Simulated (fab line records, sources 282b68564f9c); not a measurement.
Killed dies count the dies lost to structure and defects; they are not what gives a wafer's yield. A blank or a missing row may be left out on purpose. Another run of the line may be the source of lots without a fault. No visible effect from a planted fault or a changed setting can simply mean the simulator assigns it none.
Split-lot study || flow rit cmos || route with 202 steps; 5 lots, 23 wafers read

== ON THE SPLIT ==
At RIT_ACTIVE_ETCH_13 (etches Si3N4 in SF6, stops on SiO2, time 210 s, target depth 210 nm), the setting rf w was moved away from the recipe's 125 W on 7 of the 23 wafers read, by -5.8% to +11.3%. For the rest of the wafers, this setting stayed at what the recipe calls for.

== FROM THE SPLIT TO THE READING: what the file shows between them, 4 steps ==
- RIT_ACTIVE_STRIP_14: strips in O2, time 180 s
- RIT_ACTIVE_CD_MEAS_90: target cd 1400 nm
- RIT_FOX2_OXIDATION_00: target thk 350.7 nm, ox time 1130 s (also split here: temp c)
- RIT_FOX2_CLEAN_02: cleans in dHF, time 180 s

== THE READING ==
SiO2_of_ACTIVE_OXIDATION_01.thk nm (the simulator's own value, which no gauge read), in nm, at RIT_FOX2_WET_ETCH_03 (etches Si3N4 in H3PO4, target depth 195 nm, time 2700 s). No usual value for it is given in the file. Here, 16 wafers ran the recipe; their average is 41.01 nm with a standard deviation of 0.68 nm.

{"wafer": "L078.1", "tool, chamber at the split": "rie diel-01, 0", "rf w as run, W": 125, "against the recipe": "recipe", "SiO2_of_ACTIVE_OXIDATION_01.thk nm, nm": 40.24, "against lot-mates on the recipe": "-"}
{"wafer": "L078.5", "tool, chamber at the split": "rie diel-01, 3", "rf w as run, W": 125, "against the recipe": "recipe", "SiO2_of_ACTIVE_OXIDATION_01.thk nm, nm": 40.9, "against lot-mates on the recipe": "-"}
{"wafer": "L078.6", "tool, chamber at the split": "rie diel-01, 0", "rf w as run, W": 125, "against the recipe": "recipe", "SiO2_of_ACTIVE_OXIDATION_01.thk nm, nm": 40.83, "against lot-mates on the recipe": "-"}
{"wafer": "L079.1", "tool, chamber at the split": "rie diel-01, 2", "rf w as run, W": 117.8, "against the recipe": "-5.8%", "SiO2_of_ACTIVE_OXIDATION_01.thk nm, nm": 40.73, "against lot-mates on the recipe": "+0.16"}
{"wafer": "L079.3", "tool, chamber at the split": "rie diel-01, 1", "rf w as run, W": 117.8, "against the recipe": "-5.8%", "SiO2_of_ACTIVE_OXIDATION_01.thk nm, nm": 41.05, "against lot-mates on the recipe": "+0.48"}
{"wafer": "L079.4", "tool, chamber at the split": "rie diel-01, 3", "rf w as run, W": 117.8, "against the recipe": "-5.8%", "SiO2_of_ACTIVE_OXIDATION_01.thk nm, nm": 41.3, "against lot-mates on the recipe": "+0.73"}
{"wafer": "L079.5", "tool, chamber at the split": "rie diel-01, 1", "rf w as run, W": 125, "against the recipe": "recipe", "SiO2_of_ACTIVE_OXIDATION_01.thk nm, nm": 41.11, "against lot-mates on the recipe": "-"}
{"wafer": "L079.6", "tool, chamber at the split": "rie diel-01, 0", "rf w as run, W": 125, "against the recipe": "recipe", "SiO2_of_ACTIVE_OXIDATION_01.thk nm, nm": 40.02, "against lot-mates on the recipe": "-"}
{"wafer": "L081.1", "tool, chamber at the split": "rie diel-04, 2", "rf w as run, W": 125, "against the recipe": "recipe", "SiO2_of_ACTIVE_OXIDATION_01.thk nm, nm": 40.73, "against lot-mates on the recipe": "-"}
{"wafer": "L081.2", "tool, chamber at the split": "rie diel-04, 3", "rf w as run, W": 125, "against the recipe": "recipe", "SiO2_of_ACTIVE_OXIDATION_01.thk nm, nm": 40.38, "against lot-mates on the recipe": "-"}
{"wafer": "L081.3", "tool, chamber at the split": "rie diel-04, 1", "rf w as run, W": 125, "against the recipe": "recipe", "SiO2_of_ACTIVE_OXIDATION_01.thk nm, nm": 41.37, "against lot-mates on the recipe": "-"}
{"wafer": "L081.5", "tool, chamber at the split": "rie diel-04, 1", "rf w as run, W": 125, "against the recipe": "recipe", "SiO2_of_ACTIVE_OXIDATION_01.thk nm, nm": 40.32, "against lot-mates on the recipe": "-"}
{"wafer": "L081.6", "tool, chamber at the split": "rie diel-04, 2", "rf w as run, W": 125, "against the recipe": "recipe", "SiO2_of_ACTIVE_OXIDATION_01.thk nm, nm": 40.44, "against lot-mates on the recipe": "-"}
{"wafer": "L083.1", "tool, chamber at the split": "rie diel-04, 0", "rf w as run, W": 125, "against the recipe": "recipe", "SiO2_of_ACTIVE_OXIDATION_01.thk nm, nm": 41.91, "against lot-mates on the recipe": "-"}
{"wafer": "L083.2", "tool, chamber at the split": "rie diel-04, 2", "rf w as run, W": 125, "against the recipe": "recipe", "SiO2_of_ACTIVE_OXIDATION_01.thk nm, nm": 42.45, "against lot-mates on the recipe": "-"}
{"wafer": "L083.4", "tool, chamber at the split": "rie diel-04, 3", "rf w as run, W": 125, "against the recipe": "recipe", "SiO2_of_ACTIVE_OXIDATION_01.thk nm, nm": 42.05, "against lot-mates on the recipe": "-"}
{"wafer": "L083.5", "tool, chamber at the split": "rie diel-04, 3", "rf w as run, W": 139.1, "against the recipe": "+11.3%", "SiO2_of_ACTIVE_OXIDATION_01.thk nm, nm": 35.54, "against lot-mates on the recipe": -6.60}
{"wafer": "L083.6", "tool, chamber at the split": "rie diel-04, 0", "rf w as run, W": 139.1, "against the recipe": "+11.3%", "SiO2_of_ACTIVE_OXIDATION_01.thk nm, nm": 35.33, "against lot-mates on the recipe": -6.81}
{"wafer": "L085.1", "tool, chamber at the split": "rie diel-04, 1", "rf w as run, W": 125, "against the recipe": "recipe", "SiO2_of_ACTIVE_OXIDATION_01.thk nm, nm": 41.64, "against lot-mates on the recipe": "-"}
{"wafer": "L085.2", "tool, chamber at the split": "rie diel-04, 0", "rf w as run, W": 125, "against the recipe": "recipe", "SiO2_of_ACTIVE_OXIDATION_01.thk nm, nm": 40.91, "against lot-mates on the recipe": "-"}
{"wafer": "L085.3", "tool, chamber at the split": "rie diel-04, 3", "rf w as run, W": 131.9, "against the recipe": "+5.5%", "SiO2_of_ACTIVE_OXIDATION_01.thk nm, nm": 38.16, "against lot-mates on the recipe": -2.99}
{"wafer": "L085.4", "tool, chamber at the split": "rie diel-04, 2", "rf w as run, W": 131.9, "against the recipe": "+5.5%", "SiO2_of_ACTIVE_OXIDATION_01.thk nm, nm": 37.85, "against lot-mates on the recipe": -3.30}
{"wafer": "L085.5", "tool, chamber at the split": "rie diel-04, 3", "rf w as run, W": 125, "against the recipe": "recipe", "SiO2_of_ACTIVE_OXIDATION_01.thk nm, nm": 40.9, "against lot-mates on the recipe": "-"}

FIT RESULTS
A straight line over all 23 wafers: SiO2_of_ACTIVE_OXIDATION_01.thk nm changes by -0.365 nm for each +1% of rf w; r = -0.84; the points scatter about the line by 1 nm.
The same after taking each lot's own level away (the mean of its wafers on the recipe; 23 wafers): -0.448 nm for each +1%; r = -0.91; scatter 0.9 nm.
On that fit, the largest move of rf w shifts the reading by 5.1 nm.
The span of the lots' own levels, 40.565 to 42.137 nm, comes to 2.3 times the standard deviation stated above.
Hence the slope depends on the lot-to-lot level, as the two fits are not the same.
Check: -5.04 nm against its lot-mates is what the line predicts for one of the wafers moved furthest among these (+11.3%) when that wafer is left out of the fit. It came out at -6.6 nm against them.

== FURTHER SPLITS ON THESE WAFERS ==
Note: prior to the reading, these wafers also went through further splits. Each is held against what the fit with the lots' levels taken away leaves over:
{"other split on the same wafers": "RIT_ACTIVE_CVD_03 time s", "wafers away from the commonest value": 10, "r with SiO2_of_ACTIVE_OXIDATION_01.thk nm (lot level and that fit taken away)": -0.37}
{"other split on the same wafers": "RIT_ACTIVE_COAT_06 resist thk nm", "wafers away from the commonest value": 8, "r with SiO2_of_ACTIVE_OXIDATION_01.thk nm (lot level and that fit taken away)": "+0.40"}
{"other split on the same wafers": "RIT_FOX2_OXIDATION_00 temp c", "wafers away from the commonest value": 18, "r with SiO2_of_ACTIVE_OXIDATION_01.thk nm (lot level and that fit taken away)": -0.21}

== THE WHOLE CHAIN: every reading that the file lists as answering this split, in the file's order ==
{"step": "RIT_FOX2_WET_ETCH_03", "what it does": "etches Si3N4 in H3PO4, target depth 195 nm, time 2700 s", "reading": "SiO2_of_ACTIVE_OXIDATION_01.thk nm (the simulator's own value, which no gauge read)", "change (the file's fit)": "-0.501 nm for each +1% of the setting", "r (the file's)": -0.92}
{"step": "RIT_ACTIVE_ETCH_13", "what it does": "etches Si3N4 in SF6, stops on SiO2, time 210 s, target depth 210 nm", "reading": "NOVOLAK_of_ACTIVE_COAT_06.thk nm (the simulator's own value, which no gauge read)", "change (the file's fit)": "-2.37 nm for each +1% of the setting, in a fit together with resist thk nm@ACTIVE_COAT_06", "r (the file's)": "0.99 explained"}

== THE FILE'S OWN FIT ==
SiO2_of_ACTIVE_OXIDATION_01.thk nm changes by -0.501 nm for each +1% of rf w, r = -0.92.
